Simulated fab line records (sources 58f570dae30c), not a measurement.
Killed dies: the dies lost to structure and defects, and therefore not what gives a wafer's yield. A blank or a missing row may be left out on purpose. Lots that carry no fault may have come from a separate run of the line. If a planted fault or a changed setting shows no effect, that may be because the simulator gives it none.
Check for tools in common	flow berkeleyCmos170	14 lots, 42 wafers sampled

## REASON FOR OPENING
Of 14 lots, 2 have the reading PWELL_TW flagged at UCB170_PWELL_TW_MEAS_17. Fault-free wafers read 382, with a standard deviation of 3.
Rule: flag the lot when none of its wafers has a number, or when each of its wafers that has one lies beyond 4 standard deviations from that mean. The rest of the lots are taken to be sound.

lot	measured	on	PWELL_TW, wafer by wafer	flag
L828	day 3 16:34	filmMetro-03	382 382 382	
L829	day 3 22:07	filmMetro-01	387 388 386	
L830	day 3 22:28	filmMetro-02	380 381 381	
L831	day 3 22:49	filmMetro-01	386 387 386	
L833	day 4 03:46	filmMetro-03	381 382 382	
L834	day 4 15:13	filmMetro-02	378 379 379	
L835	day 4 15:43	filmMetro-03	382 381 384	
L837	day 5 11:43	filmMetro-02	380 378 378	
L838	day 5 18:22	filmMetro-02	377 377 378	
L842	day 6 07:12	filmMetro-02	318 319 315	FLAGGED
L841	day 6 07:28	filmMetro-01	385 383 384	
L844	day 6 17:50	filmMetro-03	317 319 319	FLAGGED
L850	day 7 18:27	filmMetro-03	378 380 378	
L849	day 7 18:30	filmMetro-01	382 385 385	
The numbers of the flagged lots are 318 on average: -64 against the usual, or -21 standard deviations.

## EACH LOT AND THE TOOL IT RAN ON
Before the reading, the record contains 2 process steps out of a 331-step route. In each cell: the tool, then ch and the chambers that the sampled wafers went through, then the start.
lot	flag	UCB170_PWELL_SOFTBAKE_09	UCB170_PWELL_IMPLANT_15
L828		lithoTrack-01 ch 0, day 3 11:47	implanter-02 ch 0, day 3 16:19
L829		lithoTrack-01 ch 0, day 3 21:01	implanter-04 ch 0, day 3 21:52
L830		lithoTrack-02 ch 0, day 3 21:01	implanter-04 ch 0, day 3 22:13
L831		lithoTrack-04 ch 0, day 3 21:14	implanter-02 ch 0, day 3 22:31
L833		lithoTrack-02 ch 0, day 4 02:47	implanter-04 ch 0, day 4 03:31
L834		lithoTrack-02 ch 0, day 4 14:17	implanter-04 ch 0, day 4 14:58
L835		lithoTrack-01 ch 0, day 4 14:34	implanter-04 ch 0, day 4 15:28
L837		lithoTrack-01 ch 0, day 5 10:26	implanter-02 ch 0, day 5 11:29
L838		lithoTrack-01 ch 0, day 5 17:08	implanter-02 ch 0, day 5 18:07
L842	FLAGGED	lithoTrack-02 ch 0, day 6 05:57	implanter-04 ch 0, day 6 06:58
L841		lithoTrack-04 ch 0, day 6 06:05	implanter-02 ch 0, day 6 07:13
L844	FLAGGED	lithoTrack-04 ch 0, day 6 16:15	implanter-04 ch 0, day 6 17:35
L850		lithoTrack-01 ch 0, day 7 16:55	implanter-02 ch 0, day 7 18:12
L849		lithoTrack-02 ch 0, day 7 16:56	implanter-03 ch 0, day 7 18:16
What is done by these steps:
- UCB170_PWELL_SOFTBAKE_09: time 62.83 s.
- UCB170_PWELL_IMPLANT_15
- UCB170_PWELL_TW_MEAS_17

## FLAGGED OVER TOTAL, TOOL BY TOOL (the gauges that took the reading come last)
step	tool	lots run	flagged	share of the flagged lots	sound lots run after its first flagged lot
UCB170_PWELL_SOFTBAKE_09	lithoTrack-01	6	0	none	-
UCB170_PWELL_SOFTBAKE_09	lithoTrack-02	5	1	some	1 (L849)
UCB170_PWELL_SOFTBAKE_09	lithoTrack-04	3	1	some	0
UCB170_PWELL_IMPLANT_15	implanter-02	6	0	none	-
UCB170_PWELL_IMPLANT_15	implanter-03	1	0	none	-
UCB170_PWELL_IMPLANT_15	implanter-04	7	2	all	0
UCB170_PWELL_TW_MEAS_17	filmMetro-01	4	0	none	-
UCB170_PWELL_TW_MEAS_17	filmMetro-02	5	1	some	0
UCB170_PWELL_TW_MEAS_17	filmMetro-03	5	1	some	1 (L850)

## WHAT THE TABLE PERMITS
Rows of the table that ran each flagged lot: 1, that is implanter-04 at UCB170_PWELL_IMPLANT_15.
- implanter-04 at UCB170_PWELL_IMPLANT_15 ran 7 lots, 2 of them flagged. A fault beginning between L835 (day 4 15:28), its last sound lot, and L842 (day 6 06:58), its first flagged one, fits the data. Its own readings lie more than 4 standard deviations out on every wafer of the flagged lots: doseIonsCm2, faradayCurrentUA.
Left over: one tool, implanter-04 at UCB170_PWELL_IMPLANT_15.

## WHAT THE SIMULATOR PUT IN
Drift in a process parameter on implanter-04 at UCB170_PWELL_IMPLANT_15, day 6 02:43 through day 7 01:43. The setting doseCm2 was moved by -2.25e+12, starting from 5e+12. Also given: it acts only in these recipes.
Shown lots that were struck: L842, L844. Same finding as the rule above.
